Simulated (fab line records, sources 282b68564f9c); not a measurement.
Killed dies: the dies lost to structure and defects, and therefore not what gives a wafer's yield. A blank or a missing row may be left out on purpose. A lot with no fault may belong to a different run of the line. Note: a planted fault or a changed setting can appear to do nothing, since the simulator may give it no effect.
fab line records | flow rit-cmos
record: lots: 14 | wafers: 42 | last-day: 7
route steps=202 shown NRETRO@61 M1@202
lots that met no fault: taken from a fault-free run of the same line
start-h: start of the lot's first displayed wafer, in hours after the record's first day | wait-h: hours since the lot's step before | " unchanged from the row above | L1.1+2: several wafers, shown together as one row | - no value present, or no start provided | * or withheld: withheld | < > ~ a bound
route shown NAME@n: names a module that has steps shown in the file, with the first one's number in the route | usual: mean/standard deviation of fault-free wafers | same: alike in all rows | chamber/n: place in a boat | sites: each site's reading | _std_site: the values' standard deviation | _edge_site: the outer-site mean with the inner-site mean subtracted | radius-mm: how far each site lies from the wafer's centre | mask NAME#n: copy n | behind: the last tool/chamber to shape the wafer | hold: reason for holding the lot/hours on hold/outcome of the hold | device: names the non-switching transistor (n, p or np) | end of line: at the end of the route, the tests of the same wafers | step lacking rows: just its recipe | killed: dies lost to structure and defects at the first sort, not the wafer's yield | map: shows each die of a wafer: x if killed, . if not, _ if none is there
set.NAME: the setting that was run; set.NAME@STEP: the one run at that earlier step | model.NAME: the simulator's own value behind a step, which no gauge read
route steps across a sampled set of lots; one table per step, one row per wafer
services: the hour from which a tool's chamber was out of use, counted from the record's first day as start-h (under 0 if before that day), plus the number of hours and why
== steps ==
step: RIT_NRETRO_IMPLANT_08
recipe: species: P | energy-kev: 70 | dose-cm2: 1e+13 | tilt-deg: 6.656
usual: beam-energy-keV: 70.004/0.021 | faraday-current-uA: 31.7/0.54
lot.wafer | tool         | chamber | start-h | wait-h | beam-energy-keV | faraday-current-uA
L259.1    | implanter-04 | 0       | 36.91   | 0.2    | 70.034          | 32.1
L259.2    | "            | 0       | "       | "      | 70.011          | 31.8
L259.4    | "            | 0       | "       | "      | 70.002          | 32.0
L260.2    | implanter-01 | 0       | 42.15   | 0.2    | 70.035          | 32.2
L260.3    | "            | 0       | "       | "      | 69.987          | 31.8
L260.4    | "            | 0       | "       | "      | 70.014          | 32.9
L261.4    | implanter-01 | 0       | 47.16   | 0.2    | 70.012          | 31.0
L261.5    | "            | 0       | "       | "      | 70.029          | 30.6
L261.6    | "            | 0       | "       | "      | 70.022          | 30.9
L262.1    | implanter-04 | 0       | 50.36   | 0.2    | 69.990          | 31.5
L262.3    | "            | 0       | "       | "      | 69.969          | 30.3
L262.6    | "            | 0       | "       | "      | 69.995          | 31.2
L263.3    | implanter-03 | 0       | 58.09   | 0.2    | 70.012          | 31.7
L263.4    | "            | 0       | "       | "      | 70.015          | 32.1
L263.5    | "            | 0       | "       | "      | 70.023          | 31.3
L264.3    | implanter-04 | 0       | 62.01   | 0.2    | 69.989          | 31.5
L264.4    | "            | 0       | "       | "      | 69.994          | 30.8
L264.6    | "            | 0       | "       | "      | 70.006          | 32.5
L265.1    | implanter-01 | 0       | 67.17   | 0.2    | 69.992          | 30.9
L265.2    | "            | 0       | "       | "      | 69.991          | 31.2
L265.5    | "            | 0       | "       | "      | 69.982          | 31.7
L267.1    | implanter-04 | 0       | 80.40   | 0.2    | 70.007          | 31.4
L267.5    | "            | 0       | "       | "      | 70.005          | 32.6
L267.6    | "            | 0       | "       | "      | 70.014          | 31.3
L268.1    | implanter-03 | 0       | 80.64   | 0.2    | 70.017          | 30.7
L268.4    | "            | 0       | "       | "      | 70.044          | 32.1
L268.6    | "            | 0       | "       | "      | 69.997          | 31.1
L269.1    | implanter-03 | 0       | 91.15   | 0.2    | 69.986          | 31.9
L269.5    | "            | 0       | "       | "      | 70.003          | 31.7
L269.6    | "            | 0       | "       | "      | 70.002          | 32.0
L270.1    | implanter-01 | 0       | 97.64   | 0.2    | 69.982          | 32.6
L270.3    | "            | 0       | "       | "      | 70.021          | 31.3
L270.6    | "            | 0       | "       | "      | 70.005          | 31.8
L275.1    | implanter-01 | 0       | 123.99  | 0.2    | 63.467          | 31.8
L275.3    | "            | 0       | "       | "      | 63.469          | 32.3
L275.5    | "            | 0       | "       | "      | 63.425          | 32.0
L279.2    | implanter-01 | 0       | 138.46  | 0.2    | 63.497          | 32.2
L279.4    | "            | 0       | "       | "      | 63.503          | 31.3
L279.6    | "            | 0       | "       | "      | 63.459          | 32.6
L281.1    | implanter-04 | 0       | 148.34  | 0.2    | 70.020          | 32.4
L281.4    | "            | 0       | "       | "      | 69.997          | 31.4
L281.6    | "            | 0       | "       | "      | 69.998          | 31.8
step: RIT_NRETRO_TW_MEAS_10
usual: NRETRO_TW: 1046/5.6
lot.wafer | tool          | chamber | start-h | wait-h | NRETRO_TW
L259.1    | film-metro-04 | -       | 37.24   | 0.1    | 1041
L259.2    | "             | -       | "       | "      | 1040
L259.4    | "             | -       | "       | "      | 1043
L260.2    | film-metro-04 | -       | 42.46   | 0.1    | 1041
L260.3    | "             | -       | "       | "      | 1037
L260.4    | "             | -       | "       | "      | 1041
L261.4    | film-metro-04 | -       | 47.44   | 0.1    | 1047
L261.5    | "             | -       | "       | "      | 1040
L261.6    | "             | -       | "       | "      | 1044
L262.1    | film-metro-04 | -       | 50.68   | 0.1    | 1040
L262.3    | "             | -       | "       | "      | 1047
L262.6    | "             | -       | "       | "      | 1042
L263.3    | film-metro-02 | -       | 58.39   | 0.1    | 1049
L263.4    | "             | -       | "       | "      | 1046
L263.5    | "             | -       | "       | "      | 1046
L264.3    | film-metro-04 | -       | 62.30   | 0.1    | 1041
L264.4    | "             | -       | "       | "      | 1046
L264.6    | "             | -       | "       | "      | 1043
L265.1    | film-metro-02 | -       | 67.49   | 0.1    | 1045
L265.2    | "             | -       | "       | "      | 1052
L265.5    | "             | -       | "       | "      | 1052
L267.1    | film-metro-04 | -       | 80.73   | 0.1    | 1043
L267.5    | "             | -       | "       | "      | 1048
L267.6    | "             | -       | "       | "      | 1041
L268.1    | film-metro-04 | -       | 80.97   | 0.1    | 1041
L268.4    | "             | -       | "       | "      | 1041
L268.6    | "             | -       | "       | "      | 1036
L269.1    | film-metro-01 | -       | 91.48   | 0.1    | 1053
L269.5    | "             | -       | "       | "      | 1047
L269.6    | "             | -       | "       | "      | 1042
L270.1    | film-metro-01 | -       | 97.97   | 0.1    | 1045
L270.3    | "             | -       | "       | "      | 1054
L270.6    | "             | -       | "       | "      | 1046
L275.1    | film-metro-01 | -       | 124.32  | 0.1    | 1015
L275.3    | "             | -       | "       | "      | 1020
L275.5    | "             | -       | "       | "      | 1015
L279.2    | film-metro-02 | -       | 138.77  | 0.1    | 1031
L279.4    | "             | -       | "       | "      | 1025
L279.6    | "             | -       | "       | "      | 1031
L281.1    | film-metro-01 | -       | 148.67  | 0.1    | 1041
L281.4    | "             | -       | "       | "      | 1038
L281.6    | "             | -       | "       | "      | 1043
step: RIT_M1_PROBE_99
usual: killed_at_M0_to_M3: 0.0/0.12 | killed-at-contacts: 0.1/0.23 | killed-at-front-end: 6.6/2.9 | killed-dies: 6.7/3 | killed-open: 3.5/2.1 | killed-short: 3.2/1.8
same: gross-dies: 264 | killed_at_M4_up: 0 | killed-at-back-side: 0 | killed-at-other: 0
lot.wafer | tool      | chamber | start-h | wait-h | killed_at_M0_to_M3 | killed-at-contacts | killed-at-front-end | killed-dies | killed-open | killed-short
L269.1    | prober-01 | -       | 126.85  | 0.1    | 0                  | 0                  | 8                   | 8           | 6           | 2
L269.5    | prober-01 | -       | 127.05  | 0.2    | 0                  | 0                  | 7                   | 7           | 5           | 2
L269.6    | prober-01 | -       | 127.10  | 0.2    | 0                  | 0                  | 11                  | 11          | 8           | 3
L275.1    | prober-01 | -       | 155.77  | 0.1    | 0                  | 0                  | 4                   | 4           | 1           | 3
L275.3    | prober-01 | -       | 155.87  | 0.2    | 0                  | 0                  | 5                   | 5           | 3           | 2
L275.5    | prober-01 | -       | 155.97  | 0.2    | 0                  | 0                  | 3                   | 3           | 2           | 1
killed by level:class
L269.1 FOX1:geometric-particle:open=2 GATE:geometric-particle:open=2 FOX2:geometric-particle:short=1 FOX2:geometric-particle:open=1 SILICIDE:geometric-particle:short=1 SPACER:geometric-particle:open=1
L269.5 GATE:geometric-particle:open=3 FOX1:geometric-particle:short=1 GATE:geometric-particle:short=1 SPACER:geometric-particle:open=1 SILICIDE:geometric-particle:open=1
L269.6 GATE:geometric-particle:open=6 FOX2:geometric-particle:open=1 FOX2:geometric-particle:short=1 GATE:geometric-particle:short=1 REOX:geometric-particle:open=1 REOX:geometric-particle:short=1
L275.1 GATE:geometric-particle:short=3 GATE:geometric-particle:open=1
L275.3 GATE:geometric-particle:open=2 SPACER:geometric-particle:short=1 SILICIDE:geometric-particle:open=1 SILICIDE:geometric-particle:short=1
L275.5 GATE:geometric-particle:open=1 SPACER:geometric-particle:short=1 SILICIDE:geometric-particle:open=1
== services ==
tool         | chamber | start-h | hours | kind
implanter-03 | -       | 24.10   | 7.5   | repair
implanter-03 | -       | 45.38   | 2.2   | pm
implanter-04 | -       | 64.56   | 4.2   | pm
implanter-01 | -       | 114.23  | 5.9   | pm
implanter-04 | -       | 126.57  | 2.0   | repair
implanter-03 | -       | 147.97  | 4.3   | pm
== key ==
first-sign: step: RIT_NRETRO_IMPLANT_08 | reading: beam-energy-keV | direction: down | sigmas: 99+ | usual: 70.004 | struck: 63.470
effect: step: RIT_NRETRO_TW_MEAS_10 | reading: NRETRO_TW | direction: down | sigmas: 4.1 | usual: 1046 | struck: 1023
met-at RIT_NRETRO_IMPLANT_08
struck-lots L275,L279
tester-left-out L275,L279
onset-between 97.64 123.99
fault: kind: process-parameter-drift | tool: implanter-01 | chamber: - | onset-h: 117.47 | steps: RIT_NRETRO_IMPLANT_08 | channel: energy-kev | offset: -6.5217 | shape: step | end-h: 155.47 | acts-in: these-recipes-only | stated: 70
tester-left-out: of these lots the tester's yield and bins aren't shown, on N5 and GAA mostly nor the transistor test; their killed dies are dies lost to structure and defects alone, not to doping, threshold or leakage, so they don't give the yield
